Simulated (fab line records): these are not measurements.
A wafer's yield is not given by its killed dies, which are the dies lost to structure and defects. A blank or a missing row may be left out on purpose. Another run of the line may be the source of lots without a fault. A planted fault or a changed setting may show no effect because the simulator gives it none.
2 desks, one fault -- flow rit_cmos -- each desk has only its own numbers; what lay behind them comes last

AT THE METROLOGY DESK
What the gauges read, lot by lot, whatever tool the lot ran on: means of the sampled wafers that have a number. Marked OUT: a lot whose mean sits more than 4 standard deviations from the usual mean, which makes it out of limits; the brackets give that distance. Readings shown: 7 of its 10, picked as those furthest out on some lot.
Columns: A = PLDD_OVL at RIT_PLDD_OVL_MEAS_06, usual -0.5 nm; B = PLDD_TW at RIT_PLDD_TW_MEAS_10, usual 2361; C = SPACER_NITRIDE_THK at RIT_SPACER_THK_MEAS_04, usual 245.8 nm; D = NSD_OVL at RIT_NSD_OVL_MEAS_06, usual 0.8 nm; E = PSD_TW at RIT_PSD_TW_MEAS_10, usual 3443; F = PSD_RS at RIT_SDANNEAL_RS_MEAS_04, usual 116.06 ohm/sq; G = PLDD_RS at RIT_SDANNEAL_RS_MEAS_06, usual 178.8 ohm/sq
lot,first seen here,A,B,C,D,E,F,G
L932,day 3 21:53,-1.9,2377,241.7,1.7,3467,115.97,177.8
L933,day 4 01:52,-1.3,2358,248.7,2.5,3426,116.20,178.8
L945,day 6 23:55,-1.2,2376,246.4,1.1,3416,116.25,179.2
L948,day 7 04:36,-0.9,2380,247.4,-0.5,3471,115.90,178.2
L950,day 7 17:32,-0.6,2379,246.8,2.7,3457,116.38,178.8
This desk's verdict: no lot among the 5 shows anything out of limits.

AT THE TOOL OWNER'S DESK: rie_diel-03
The tool's own readings at RIT_SPACER_ETCHBACK_05 (etches Si3N4 in SF6/CHF3, stops on SiO2, target depth 250 nm, time 240 s): means of the sampled wafers that have a number, for each lot that ran on this tool. Marked OUT: a lot whose mean sits more than 4 standard deviations from the usual mean, which makes it out of limits; the brackets give that distance.
Columns: A = drypump_motor_current_A at RIT_SPACER_ETCHBACK_05, usual 5.7 A; B = oes_product_au at RIT_SPACER_ETCHBACK_05, usual 0.833 a.u.; C = rf_fwd_power_W at RIT_SPACER_ETCHBACK_05, usual 249.4 W; D = throttle_valve_pct at RIT_SPACER_ETCHBACK_05, usual 10.29 %
lot,first seen here,A,B,C,D
L932,day 4 00:47,5.7,0.834,248.9,10.24
L948,day 7 07:46,6.1,0.832,332.8 (+99 or more) OUT,10.44
This desk's finding: out of limits on L948; first on L948, day 7 07:46 (rf_fwd_power_W at RIT_SPACER_ETCHBACK_05). In limits: L932.

BROUGHT TOGETHER
On L948, at day 7 07:46, an alarm was possible from the tool owner's desk.
Metrology desk: nothing out of limits seen.
The metrology desk holds a record of L948, inside its limits.
RIT_SPACER_ETCHBACK_05 was run on rie_diel-03 by each of the lots named.

WHAT THE SIMULATOR HAD INSERTED
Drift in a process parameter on rie_diel-03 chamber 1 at RIT_SPACER_ETCHBACK_05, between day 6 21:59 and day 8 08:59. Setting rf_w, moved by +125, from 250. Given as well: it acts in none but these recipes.
Struck lots among those shown: L948.
How many hours passed from the start of the fault until each desk's first out-of-limits reading: the tool owner's desk, 10.
